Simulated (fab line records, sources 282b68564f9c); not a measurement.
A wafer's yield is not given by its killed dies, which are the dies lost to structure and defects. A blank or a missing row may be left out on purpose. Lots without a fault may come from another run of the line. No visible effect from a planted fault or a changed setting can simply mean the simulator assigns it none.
fab line records ; flow rit-cmos
[record] lots = 13; wafers = 39; last-day = 7
route steps=202 shown GATE@83 PSD@152 SILICIDE@162 M1@194
lots that met no fault: from a run of the same line without faults
start-h: hours from the record's first day to the start of the lot's first wafer shown ; wait-h: hours elapsed since this lot's preceding step ; " the same as in the row above ; L1.1+2: a single row standing in for several wafers ; - no value, or no start given ; * or withheld: withheld ; < > ~ a bound
route shown NAME@n: names a module that has steps shown in the file, with the first one's number in the route ; usual: average and standard deviation across the fault-free wafers ; same: alike in all rows ; chamber/n: place in a boat ; sites: each site's reading ; _std_site: standard deviation of those values ; _edge_site: the outer-site mean with the inner-site mean subtracted ; radius-mm: for every site, how far away it sits from the centre of the wafer ; mask NAME#n: copy n ; behind: the most recent tool/chamber to have shaped the wafer ; hold: cause of the lot's hold/its duration in hours/its outcome ; device: names the non-switching transistor (n, p or np) ; end of line: the same wafers' tests at the end of the route ; where a step has no rows: the recipe by itself ; killed: not the wafer's yield, but the dies lost to structure and defects at the first sort ; map: dies across one wafer; x = killed, . = not, _ = none there
set.NAME: setting as actually run; set.NAME@STEP: the setting as run at that earlier step ; model.NAME: the simulator's own value behind a step, which no gauge read
route steps across a sampled set of lots; one table per step, one row per wafer
services: a tool's chamber out of use, with start hour (start-h, from the record's first day; less than 0 if before it), hours out, and reason
[[steps]]
[step RIT_GATE_THK_MEAS_07]
[recipe] reads = SiO2_of_GATE_OXIDATION_05
[usual] GATE_OXIDE_THK = 3.04/0.068
lot.wafer;tool;chamber;start-h;wait-h;GATE_OXIDE_THK[nm]
L965.2;film-metro-03;-;33.52;0.0;3.00
L965.3;film-metro-03;-;33.52;0.0;3.00
L965.5;film-metro-03;-;33.52;0.0;2.98
L966.4;film-metro-01;-;38.41;0.0;3.07
L966.5;film-metro-01;-;38.41;0.0;3.13
L966.6;film-metro-01;-;38.41;0.0;3.12
L967.1;film-metro-03;-;44.63;0.0;2.97
L967.3;film-metro-03;-;44.63;0.0;3.02
L967.5;film-metro-03;-;44.63;0.0;2.99
L968.2;film-metro-01;-;49.51;0.0;3.05
L968.3;film-metro-01;-;49.51;0.0;3.04
L968.5;film-metro-01;-;49.51;0.0;3.03
L969.1;film-metro-03;-;53.56;0.0;2.98
L969.4;film-metro-03;-;53.56;0.0;2.94
L969.6;film-metro-03;-;53.56;0.0;2.94
L970.2;film-metro-01;-;58.32;0.0;3.14
L970.3;film-metro-01;-;58.32;0.0;3.14
L970.4;film-metro-01;-;58.32;0.0;3.09
L973.4;film-metro-01;-;73.99;0.0;3.00
L973.5;film-metro-01;-;73.99;0.0;3.04
L973.6;film-metro-01;-;73.99;0.0;3.09
L974.1;film-metro-01;-;78.98;0.0;3.11
L974.3;film-metro-01;-;78.98;0.0;3.05
L974.6;film-metro-01;-;78.98;0.0;3.09
L975.1;film-metro-02;-;83.85;0.0;3.10
L975.2;film-metro-02;-;83.85;0.0;3.09
L975.3;film-metro-02;-;83.85;0.0;3.10
L977.2;film-metro-02;-;97.65;0.0;3.05
L977.4;film-metro-02;-;97.65;0.0;2.98
L977.6;film-metro-02;-;97.65;0.0;3.01
L981.2;film-metro-01;-;114.26;0.0;3.15
L981.5;film-metro-01;-;114.26;0.0;3.06
L981.6;film-metro-01;-;114.26;0.0;3.01
L986.3;film-metro-02;-;138.83;0.0;3.10
L986.4;film-metro-02;-;138.83;0.0;3.13
L986.5;film-metro-02;-;138.83;0.0;3.10
L988.1;film-metro-03;-;149.69;0.0;3.01
L988.2;film-metro-03;-;149.69;0.0;2.97
L988.6;film-metro-03;-;149.69;0.0;2.87
[step RIT_PSD_TW_MEAS_10]
[usual] PSD_TW = 3390/18
lot.wafer;tool;chamber;start-h;wait-h;PSD_TW
L965.2;film-metro-02;-;49.15;0.1;3372
L965.3;film-metro-02;-;49.15;0.1;3360
L965.5;film-metro-02;-;49.15;0.1;3385
L966.4;film-metro-04;-;53.12;0.1;3362
L966.5;film-metro-04;-;53.12;0.1;3373
L966.6;film-metro-04;-;53.12;0.1;3365
L967.1;film-metro-03;-;60.02;0.1;3437
L967.3;film-metro-03;-;60.02;0.1;3418
L967.5;film-metro-03;-;60.02;0.1;3432
L968.2;film-metro-02;-;66.26;0.1;3405
L968.3;film-metro-02;-;66.26;0.1;3393
L968.5;film-metro-02;-;66.26;0.1;3398
L969.1;film-metro-04;-;69.53;0.1;3372
L969.4;film-metro-04;-;69.53;0.1;3376
L969.6;film-metro-04;-;69.53;0.1;3357
L970.2;film-metro-02;-;73.28;0.1;3381
L970.3;film-metro-02;-;73.28;0.1;3396
L970.4;film-metro-02;-;73.28;0.1;3385
L973.4;film-metro-04;-;90.60;0.1;3376
L973.5;film-metro-04;-;90.60;0.1;3388
L973.6;film-metro-04;-;90.60;0.1;3385
L974.1;film-metro-04;-;93.92;0.1;3387
L974.3;film-metro-04;-;93.92;0.1;3387
L974.6;film-metro-04;-;93.92;0.1;3396
L975.1;film-metro-02;-;99.50;0.1;3404
L975.2;film-metro-02;-;99.50;0.1;3409
L975.3;film-metro-02;-;99.50;0.1;3384
L977.2;film-metro-04;-;113.95;0.1;3406
L977.4;film-metro-04;-;113.95;0.1;3389
L977.6;film-metro-04;-;113.95;0.1;3386
L981.2;film-metro-04;-;129.54;0.1;3408
L981.5;film-metro-04;-;129.54;0.1;3393
L981.6;film-metro-04;-;129.54;0.1;3399
L986.3;film-metro-04;-;153.93;0.1;3369
L986.4;film-metro-04;-;153.93;0.1;3353
L986.5;film-metro-04;-;153.93;0.1;3357
L988.1;film-metro-02;-;164.98;0.1;3378
L988.2;film-metro-02;-;164.98;0.1;3380
L988.6;film-metro-02;-;164.98;0.1;3382
[step RIT_SILICIDE_SPUTTER_01]
[recipe] material = Ti; target-thk-nm = 30; power-w = 350; chamber-pressure-pa = 0.667; gas = Ar; time-s = 240; substrate-temp-c = 25
[usual] throttle-valve-pct = 30.2/1.2
lot.wafer;tool;chamber;start-h;wait-h;throttle-valve-pct
L965.2;pvd-sputter-02;-;50.12;0.0;31.8
L965.3;pvd-sputter-02;-;50.12;0.0;29.7
L965.5;pvd-sputter-02;-;50.12;0.0;31.0
L966.4;pvd-sputter-01;-;54.07;0.0;29.8
L966.5;pvd-sputter-01;-;54.07;0.0;30.9
L966.6;pvd-sputter-01;-;54.07;0.0;30.4
L967.1;pvd-sputter-02;-;61.00;0.0;29.7
L967.3;pvd-sputter-02;-;61.00;0.0;31.1
L967.5;pvd-sputter-02;-;61.00;0.0;29.9
L968.2;pvd-sputter-01;-;67.24;0.0;30.4
L968.3;pvd-sputter-01;-;67.24;0.0;27.8
L968.5;pvd-sputter-01;-;67.24;0.0;27.7
L969.1;pvd-sputter-02;-;70.53;0.0;31.1
L969.4;pvd-sputter-02;-;70.53;0.0;31.6
L969.6;pvd-sputter-02;-;70.53;0.0;31.0
L970.2;pvd-sputter-01;-;74.25;0.0;30.4
L970.3;pvd-sputter-01;-;74.25;0.0;30.6
L970.4;pvd-sputter-01;-;74.25;0.0;27.8
L973.4;pvd-sputter-02;-;91.55;0.0;30.9
L973.5;pvd-sputter-02;-;91.55;0.0;30.0
L973.6;pvd-sputter-02;-;91.55;0.0;31.2
L974.1;pvd-sputter-01;-;94.90;0.0;30.5
L974.3;pvd-sputter-01;-;94.90;0.0;30.4
L974.6;pvd-sputter-01;-;94.90;0.0;27.7
L975.1;pvd-sputter-02;-;100.48;0.0;31.1
L975.2;pvd-sputter-02;-;100.48;0.0;31.6
L975.3;pvd-sputter-02;-;100.48;0.0;31.9
L977.2;pvd-sputter-02;-;114.92;0.0;29.7
L977.4;pvd-sputter-02;-;114.92;0.0;31.0
L977.6;pvd-sputter-02;-;114.92;0.0;32.0
L981.2;pvd-sputter-03;-;130.54;0.0;29.5
L981.5;pvd-sputter-03;-;130.54;0.0;28.6
L981.6;pvd-sputter-03;-;130.54;0.0;29.6
L986.3;pvd-sputter-01;-;154.89;0.0;27.9
L986.4;pvd-sputter-01;-;154.89;0.0;30.5
L986.5;pvd-sputter-01;-;154.89;0.0;29.6
L988.1;pvd-sputter-01;-;165.97;0.0;30.3
L988.2;pvd-sputter-01;-;165.97;0.0;29.8
L988.6;pvd-sputter-01;-;165.97;0.0;27.7
[step RIT_SILICIDE_RS_MEAS_02]
[recipe] thk-meas-gauge = four-point-probe; reads = Ti_of_SILICIDE_SPUTTER_01
[usual] SILICIDE_TI_RS = 47.7/0.75
lot.wafer;tool;chamber;start-h;wait-h;SILICIDE_TI_RS[ohm/sq]
L965.2;film-metro-03;-;50.29;0.1;48.7
L965.3;film-metro-03;-;50.29;0.1;48.5
L965.5;film-metro-03;-;50.29;0.1;48.4
L966.4;film-metro-03;-;54.28;0.1;47.2
L966.5;film-metro-03;-;54.28;0.1;47.6
L966.6;film-metro-03;-;54.28;0.1;48.0
L967.1;film-metro-01;-;61.15;0.1;48.4
L967.3;film-metro-01;-;61.15;0.1;48.5
L967.5;film-metro-01;-;61.15;0.1;48.0
L968.2;film-metro-02;-;67.41;0.1;47.6
L968.3;film-metro-02;-;67.41;0.1;46.6
L968.5;film-metro-02;-;67.41;0.1;46.6
L969.1;film-metro-01;-;70.68;0.1;48.3
L969.4;film-metro-01;-;70.68;0.1;48.7
L969.6;film-metro-01;-;70.68;0.1;48.4
L970.2;film-metro-03;-;74.42;0.1;48.5
L970.3;film-metro-03;-;74.42;0.1;48.5
L970.4;film-metro-03;-;74.42;0.1;47.7
L973.4;film-metro-01;-;91.76;0.1;49.0
L973.5;film-metro-01;-;91.76;0.1;48.8
L973.6;film-metro-01;-;91.76;0.1;48.8
L974.1;film-metro-01;-;95.05;0.1;47.6
L974.3;film-metro-01;-;95.05;0.1;47.1
L974.6;film-metro-01;-;95.05;0.1;46.0
L975.1;film-metro-02;-;100.63;0.1;47.4
L975.2;film-metro-02;-;100.63;0.1;47.8
L975.3;film-metro-02;-;100.63;0.1;47.2
L977.2;film-metro-03;-;115.09;0.1;47.7
L977.4;film-metro-03;-;115.09;0.1;59.4
L977.6;film-metro-03;-;115.09;0.1;48.1
L981.2;film-metro-01;-;130.71;0.1;47.2
L981.5;film-metro-01;-;130.71;0.1;48.7
L981.6;film-metro-01;-;130.71;0.1;47.5
L986.3;film-metro-01;-;155.08;0.1;47.2
L986.4;film-metro-01;-;155.08;0.1;48.8
L986.5;film-metro-01;-;155.08;0.1;47.3
L988.1;film-metro-01;-;166.12;0.1;48.2
L988.2;film-metro-01;-;166.12;0.1;46.9
L988.6;film-metro-01;-;166.12;0.1;47.0
[step RIT_SILICIDE_THK_MEAS_03]
[recipe] thk-meas-gauge = xrf; reads = Ti_of_SILICIDE_SPUTTER_01
[usual] SILICIDE_TI_THK = 29.9/0.42
lot.wafer;tool;chamber;start-h;wait-h;SILICIDE_TI_THK[nm]
L965.2;film-metro-03;-;50.40;0.1;29.6
L965.3;film-metro-03;-;50.40;0.1;29.8
L965.5;film-metro-03;-;50.40;0.1;29.8
L966.4;film-metro-03;-;54.37;0.1;30.4
L966.5;film-metro-03;-;54.37;0.1;30.1
L966.6;film-metro-03;-;54.37;0.1;29.9
L967.1;film-metro-01;-;61.27;0.1;29.4
L967.3;film-metro-01;-;61.27;0.1;29.4
L967.5;film-metro-01;-;61.27;0.1;29.6
L968.2;film-metro-02;-;67.52;0.1;30.0
L968.3;film-metro-02;-;67.52;0.1;30.4
L968.5;film-metro-02;-;67.52;0.1;30.6
L969.1;film-metro-01;-;70.80;0.1;29.5
L969.4;film-metro-01;-;70.80;0.1;29.3
L969.6;film-metro-01;-;70.80;0.1;29.5
L970.2;film-metro-03;-;74.53;0.1;29.7
L970.3;film-metro-03;-;74.53;0.1;29.5
L970.4;film-metro-03;-;74.53;0.1;30.0
L973.4;film-metro-01;-;91.85;0.1;29.0
L973.5;film-metro-01;-;91.85;0.1;29.2
L973.6;film-metro-01;-;91.85;0.1;29.2
L974.1;film-metro-01;-;95.17;0.1;29.8
L974.3;film-metro-01;-;95.17;0.1;30.0
L974.6;film-metro-01;-;95.17;0.1;30.8
L975.1;film-metro-02;-;100.75;0.1;30.0
L975.2;film-metro-02;-;100.75;0.1;30.0
L975.3;film-metro-02;-;100.75;0.1;30.3
L977.2;film-metro-03;-;115.20;0.1;30.1
L977.4;film-metro-03;-;115.20;0.1;25.3
L977.6;film-metro-03;-;115.20;0.1;30.0
L981.2;film-metro-01;-;130.82;0.1;29.9
L981.5;film-metro-01;-;130.82;0.1;29.2
L981.6;film-metro-01;-;130.82;0.1;29.8
L986.3;film-metro-01;-;155.18;0.1;30.1
L986.4;film-metro-01;-;155.18;0.1;29.5
L986.5;film-metro-01;-;155.18;0.1;30.1
L988.1;film-metro-01;-;166.24;0.1;29.8
L988.2;film-metro-01;-;166.24;0.1;30.4
L988.6;film-metro-01;-;166.24;0.1;30.1
[step RIT_M1_OVL_MEAS_10]
[usual] M1_OVL = -0.5/1.5
lot.wafer;tool;chamber;start-h;wait-h;M1_OVL[nm]
L965.2;overlay-02;-;54.37;0.1;-1.9
L965.3;overlay-02;-;54.37;0.1;0.6
L965.5;overlay-02;-;54.37;0.1;-0.4
L966.4;overlay-02;-;58.42;0.1;1.1
L966.5;overlay-02;-;58.42;0.1;2.4
L966.6;overlay-02;-;58.42;0.1;0.6
L967.1;overlay-01;-;65.57;0.1;-1.1
L967.3;overlay-01;-;65.57;0.1;-1.0
L967.5;overlay-01;-;65.57;0.1;-1.3
L968.2;overlay-01;-;71.88;0.1;0.4
L968.3;overlay-01;-;71.88;0.1;1.5
L968.5;overlay-01;-;71.88;0.1;-1.5
L969.1;overlay-02;-;75.21;0.1;-1.1
L969.4;overlay-02;-;75.21;0.1;0.0
L969.6;overlay-02;-;75.21;0.1;-0.9
L970.2;overlay-01;-;78.60;0.1;0.4
L970.3;overlay-01;-;78.60;0.1;-0.8
L970.4;overlay-01;-;78.60;0.1;-1.3
L973.4;overlay-01;-;95.77;0.1;-0.3
L973.5;overlay-01;-;95.77;0.1;-0.9
L973.6;overlay-01;-;95.77;0.1;0.3
L974.1;overlay-02;-;99.57;0.1;-3.8
L974.3;overlay-02;-;99.57;0.1;-0.6
L974.6;overlay-02;-;99.57;0.1;-2.1
L975.1;overlay-02;-;104.68;0.1;-2.0
L975.2;overlay-02;-;104.68;0.1;-0.2
L975.3;overlay-02;-;104.68;0.1;-2.6
L977.2;overlay-01;-;119.60;0.1;-1.8
L977.4;overlay-01;-;119.60;0.1;-1.0
L977.6;overlay-01;-;119.60;0.1;-1.5
L981.2;overlay-01;-;135.00;0.1;0.2
L981.5;overlay-01;-;135.00;0.1;0.7
L981.6;overlay-01;-;135.00;0.1;-1.7
L986.3;overlay-01;-;159.10;0.1;-0.5
L986.4;overlay-01;-;159.10;0.1;-0.2
L986.5;overlay-01;-;159.10;0.1;-0.3
L988.1;overlay-01;-;170.31;0.1;0.4
L988.2;overlay-01;-;170.31;0.1;-1.8
L988.6;overlay-01;-;170.31;0.1;-1.0
[step RIT_M1_PROBE_99]
[usual] killed_at_M0_to_M3 = 0.0/0.16; killed-at-contacts = 0.1/0.3; killed-at-front-end = 7.1/3; killed-dies = 7.3/3; killed-open = 3.6/2; killed-short = 3.5/1.9
[same] gross-dies = 264; killed_at_M4_up = 0; killed-at-back-side = 0; killed-at-other = 0
lot.wafer;tool;chamber;start-h;wait-h;killed_at_M0_to_M3;killed-at-contacts;killed-at-front-end;killed-dies;killed-open;killed-short
L966.4;prober-02;-;61.09;0.2;0;0;11;11;5;6
L966.5;prober-02;-;61.14;0.2;0;0;8;8;6;2
L966.6;prober-02;-;61.19;0.2;0;0;12;12;4;8
L970.2;prober-02;-;81.20;0.1;0;0;6;6;5;1
L970.3;prober-02;-;81.25;0.2;0;0;13;13;9;4
L970.4;prober-02;-;81.30;0.2;0;0;5;5;3;2
L975.1;prober-01;-;108.49;0.1;0;0;11;11;5;6
L975.2;prober-01;-;108.54;0.1;0;0;11;11;7;4
L975.3;prober-01;-;108.59;0.2;0;0;11;11;6;5
L977.2;prober-01;-;122.20;0.1;0;0;4;4;2;2
L977.4;prober-01;-;122.30;0.2;0;0;7;7;4;3
L977.6;prober-01;-;122.40;0.2;0;0;11;11;3;8
// killed by level:class
L966.4 FOX1:geometric-particle:short=3 GATE:geometric-particle:open=3 FOX1:geometric-particle:open=1 FOX2:geometric-particle:open=1 REOX:geometric-particle:short=1 SPACER:geometric-particle:short=1 SILICIDE:geometric-particle:short=1
L966.5 GATE:geometric-particle:open=2 SILICIDE:geometric-particle:open=2 FOX2:geometric-particle:open=1 GATE:geometric-particle:short=1 REOX:geometric-particle:open=1 REOX:geometric-particle:short=1
L966.6 GATE:geometric-particle:open=4 GATE:geometric-particle:short=3 FOX1:geometric-particle:short=2 SPACER:geometric-particle:short=2 FOX2:geometric-particle:short=1
L970.2 GATE:geometric-particle:open=3 FOX2:geometric-particle:open=1 GATE:geometric-particle:short=1 SPACER:geometric-particle:open=1
L970.3 GATE:geometric-particle:open=5 FOX1:geometric-particle:open=2 FOX1:geometric-particle:short=1 FOX2:geometric-particle:open=1 FOX2:geometric-particle:short=1 GATE:geometric-particle:short=1 REOX:geometric-particle:short=1 SPACER:geometric-particle:open=1
L970.4 GATE:geometric-particle:open=2 FOX1:geometric-particle:short=1 FOX2:geometric-particle:open=1 GATE:geometric-particle:short=1
L975.1 FOX1:geometric-particle:short=3 GATE:geometric-particle:short=2 REOX:geometric-particle:open=2 FOX1:geometric-particle:open=1 REOX:geometric-particle:short=1 SPACER:geometric-particle:open=1 SILICIDE:geometric-particle:open=1
L975.2 SPACER:geometric-particle:open=3 REOX:geometric-particle:open=2 REOX:geometric-particle:short=2 GATE:geometric-particle:open=1 GATE:geometric-particle:short=1 SILICIDE:geometric-particle:short=1 SILICIDE:geometric-particle:open=1
L975.3 REOX:geometric-particle:open=3 FOX1:geometric-particle:short=2 SPACER:geometric-particle:open=2 REOX:geometric-particle:short=1 SPACER:geometric-particle:short=1 SILICIDE:geometric-particle:open=1 SILICIDE:geometric-particle:short=1
L977.2 GATE:geometric-particle:short=2 FOX1:geometric-particle:open=1 REOX:geometric-particle:open=1
L977.4 GATE:geometric-particle:open=2 FOX2:geometric-particle:short=1 GATE:geometric-particle:short=1 REOX:geometric-particle:short=1 REOX:geometric-particle:open=1 SPACER:geometric-particle:open=1
L977.6 FOX1:geometric-particle:open=2 FOX1:geometric-particle:short=2 SPACER:geometric-particle:short=2 REOX:geometric-particle:short=2 GATE:geometric-particle:short=1 GATE:geometric-particle:open=1 SILICIDE:geometric-particle:short=1
[[services]]
tool;chamber;start-h;hours;kind
pvd-sputter-01;-;41.12;1.0;repair
pvd-sputter-03;-;73.85;2.0;repair
pvd-sputter-01;-;129.90;4.9;repair
pvd-sputter-02;-;134.37;15.5;repair
pvd-sputter-02;-;164.84;2.0;repair
[[key]]
[first-sign] step = RIT_SILICIDE_RS_MEAS_02; reading = SILICIDE_TI_RS; direction = up; sigmas = 16; usual = 47.7; struck = 59.4
[effect] step = RIT_SILICIDE_THK_MEAS_03; reading = SILICIDE_TI_THK; direction = down; sigmas = 11; usual = 29.9; struck = 25.3
met-at RIT_SILICIDE_SPUTTER_01
struck-lots L977
struck-wafers L977.4
tester-left-out L977
not-acting-at RIT_GATE_THK_MEAS_07,RIT_PSD_TW_MEAS_10,RIT_M1_OVL_MEAS_10
onset-between 100.48 114.92
[fault] kind = process-parameter-drift; tool = pvd-sputter-02; chamber = -; onset-h = 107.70; steps = RIT_SILICIDE_SPUTTER_01; channel = target-thk-nm; offset = -4.8377; shape = step; end-h = 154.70; acts-in = these-recipes-only; stated = 30; scope = struck-wafers-only
// tester-left-out: of these lots the tester's yield and bins aren't shown, on N5 and GAA mostly nor the transistor test; their killed dies are dies lost to structure and defects alone, not to doping, threshold or leakage, so they don't give the yield
